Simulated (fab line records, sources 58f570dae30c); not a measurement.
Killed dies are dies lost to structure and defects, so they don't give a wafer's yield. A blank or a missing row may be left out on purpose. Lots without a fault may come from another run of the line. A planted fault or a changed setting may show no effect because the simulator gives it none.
A struck lot beside a sound one | flow berkeley_cmos170 | 14 steps out of a route of 331
Sound: wafers L147.1, L147.3, L147.5. Struck: wafers L156.1, L156.3, L156.5. The cause comes at the end.
At each step with rows: each side's tool, then ch and its chambers, then its first start. Under that, the readings that differ: sound wafers | struck wafers | difference of the means | sigmas: that difference in standard deviations of wafers without a fault.
alike: readings whose means differ by less than 2 such deviations, and words and numbers that are the same on both sides. not compared: withheld readings, readings that some wafer has no value for, bounds like >300 that may hide the same value, and numbers for which the record gives no deviation and whose values overlap.
The two part at a step that has a row with sigmas, a row that says differs or no value, or rows on one side only. Numbers that don't overlap but have no deviation are shown without sigmas and don't part them. A reading that every wafer of one side lacks parts them only if that side has two wafers or more.

UCB170_M2_SPUTTER_01: material Al, target thk 900 nm, time 120 s.
  sound on pvd_sputter-01, day 9 10:53; struck on pvd_sputter-03, day 11 12:17
  alike: throttle_valve_pct
UCB170_M2_RS_MEAS_02: measures by four-point-probe.
  sound on film_metro-01, day 9 10:58; struck on film_metro-01, day 11 12:22
  alike: M2_AL_RS
UCB170_M2_THK_MEAS_03: measures by xrf.
  sound on film_metro-01, day 9 11:05; struck on film_metro-01, day 11 12:29
  alike: M2_AL_THK
then, 3 steps without rows for these wafers: UCB170_M2_HMDS_04 (prime time 60 s); UCB170_M2_COAT_05 (resist thk 900 nm); UCB170_M2_SOFTBAKE_06 (time 60 s).
UCB170_M2_STRIP_07: strips in O2.
  sound on plasma_asher-04 ch 0,1, day 9 11:38; struck on plasma_asher-01 ch 0,1, day 11 13:19
  alike: drypump_motor_current_A, o2_flow_sccm, oes_product_au, strip_time_to_endpoint_s
  not compared: rf_hours_counter_h
then, 5 steps without rows for these wafers: UCB170_M2_STRIP_08 (strips KrF in DMSO, time 600 s); UCB170_M2_COAT_09; UCB170_M2_COAT_10 (resist thk 900 nm); UCB170_M2_SOFTBAKE_11 (time 60 s); UCB170_M2_EXPOSE_12 (exposes mask METAL2, target cd 700 nm).
UCB170_M2_PEB_13:
  sound on litho_track-03 ch 0, day 9 13:59; struck on litho_track-03, day 11 14:09
  no value came back on the struck wafers for chill_plate_temp_C (C), exhaust_pa (Pa); on the sound wafers chill_plate_temp_C (C) reads 23.12 23.17 23.14
then, 1 step without rows for these wafers: UCB170_M2_DEVELOP_14 (develop time 45 s).

WHERE THEY PART
Only at UCB170_M2_PEB_13, within this record.

WHY: what the simulator had put in
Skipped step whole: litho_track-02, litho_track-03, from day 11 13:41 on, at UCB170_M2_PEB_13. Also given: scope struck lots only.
